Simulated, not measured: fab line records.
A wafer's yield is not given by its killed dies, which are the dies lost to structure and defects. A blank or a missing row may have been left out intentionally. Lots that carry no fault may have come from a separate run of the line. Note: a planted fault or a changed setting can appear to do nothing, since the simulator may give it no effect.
Shared-tool check | flow berkeley cmos170 | Sampled: 12 lots, 36 wafers

## REASON FOR OPENING
Flagged at UCB170_V1_CD_MEAS_12: reading cd nm, on 2 of 12 lots. Fault-free wafers read 700.4 nm, with a standard deviation of 1.7.
Rule: a lot gets a flag if all its wafers with a number sit over 4 standard deviations from that mean, or if no wafer of it has a number. As for the other lots, they are considered sound.

lot  | measured     | on        | cd nm (nm), wafer by wafer | flag
L777 | day 7 06:50  | cd sem-01 | 704.1 701.9 702.6          |
L779 | day 7 18:15  | cd sem-01 | 699.5 700.5 700.6          |
L778 | day 7 18:22  | cd sem-02 | 700.6 700.3 701.2          |
L780 | day 8 03:11  | cd sem-02 | 699.1 699.9 699.5          |
L781 | day 8 03:23  | cd sem-02 | 702.4 703.8 702.6          |
L782 | day 8 13:40  | cd sem-02 | 698.9 698.3 699.7          |
L783 | day 8 16:46  | cd sem-02 | 699.8 699.5 701.0          |
L786 | day 9 03:28  | cd sem-01 | 700.1 700.3 698.7          |
L793 | day 10 19:09 | cd sem-01 | 643.0 642.7 642.8          | FLAGGED
L792 | day 10 19:23 | cd sem-02 | 643.8 643.3 644.9          | FLAGGED
L795 | day 10 23:22 | cd sem-01 | 701.2 700.9 700.8          |
L797 | day 11 14:38 | cd sem-02 | 697.6 698.9 698.5          |
The mean of the flagged lots' numbers is 643.4 nm, -57.0 nm from the usual (-34 standard deviations).

## WHICH TOOL EACH LOT WENT THROUGH
The record keeps 1 process step preceding the reading, out of 331 steps on the route. Every cell lists first the tool, next ch and the chambers used by the sampled wafers, and last the start.
lot  | flag    | UCB170_V1_PEB_10
L777 |         | litho track-04 ch 0, day 7 06:34
L779 |         | litho track-04 ch 0, day 7 17:59
L778 |         | litho track-02 ch 0, day 7 18:06
L780 |         | litho track-02 ch 0, day 8 02:55
L781 |         | litho track-03 ch 0, day 8 03:07
L782 |         | litho track-02 ch 0, day 8 13:23
L783 |         | litho track-04 ch 0, day 8 16:29
L786 |         | litho track-03 ch 0, day 9 03:11
L793 | FLAGGED | litho track-04 ch 0, day 10 18:53
L792 | FLAGGED | litho track-04 ch 0, day 10 19:07
L795 |         | litho track-02 ch 0, day 10 23:05
L797 |         | litho track-02 ch 0, day 11 14:22
What the steps here do:
- UCB170_V1_PEB_10
- UCB170_V1_CD_MEAS_12: target cd 700 nm.

## FLAGGED OVER TOTAL, TOOL BY TOOL (the gauges that took the reading come last)
step                 | tool           | lots run | flagged | share of the flagged lots | sound lots run after its first flagged lot
UCB170_V1_PEB_10     | litho track-02 | 5        | 0       | none                      | -
UCB170_V1_PEB_10     | litho track-03 | 2        | 0       | none                      | -
UCB170_V1_PEB_10     | litho track-04 | 5        | 2       | all                       | 0
UCB170_V1_CD_MEAS_12 | cd sem-01      | 5        | 1       | some                      | 1 (L795)
UCB170_V1_CD_MEAS_12 | cd sem-02      | 7        | 1       | some                      | 1 (L797)

## WHAT THE TABLE PERMITS
All flagged lots share 1 row of the table, namely litho track-04 at UCB170_V1_PEB_10.
- litho track-04 at UCB170_V1_PEB_10 ran 5 lots, 2 of them flagged. A fault beginning between L783 (day 8 16:29), its last sound lot, and L793 (day 10 18:53), its first flagged one, fits the data. Its own readings lie more than 4 standard deviations out on every wafer of the flagged lots: heater power total W, plate temp C.
One tool is left: litho track-04 at UCB170_V1_PEB_10.

## WHAT WAS PUT IN BY THE SIMULATOR
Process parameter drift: litho track-04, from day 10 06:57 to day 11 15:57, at UCB170_V1_PEB_10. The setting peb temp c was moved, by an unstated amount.
Shown lots that were struck: L793, L792. The rule given above showed the same thing.
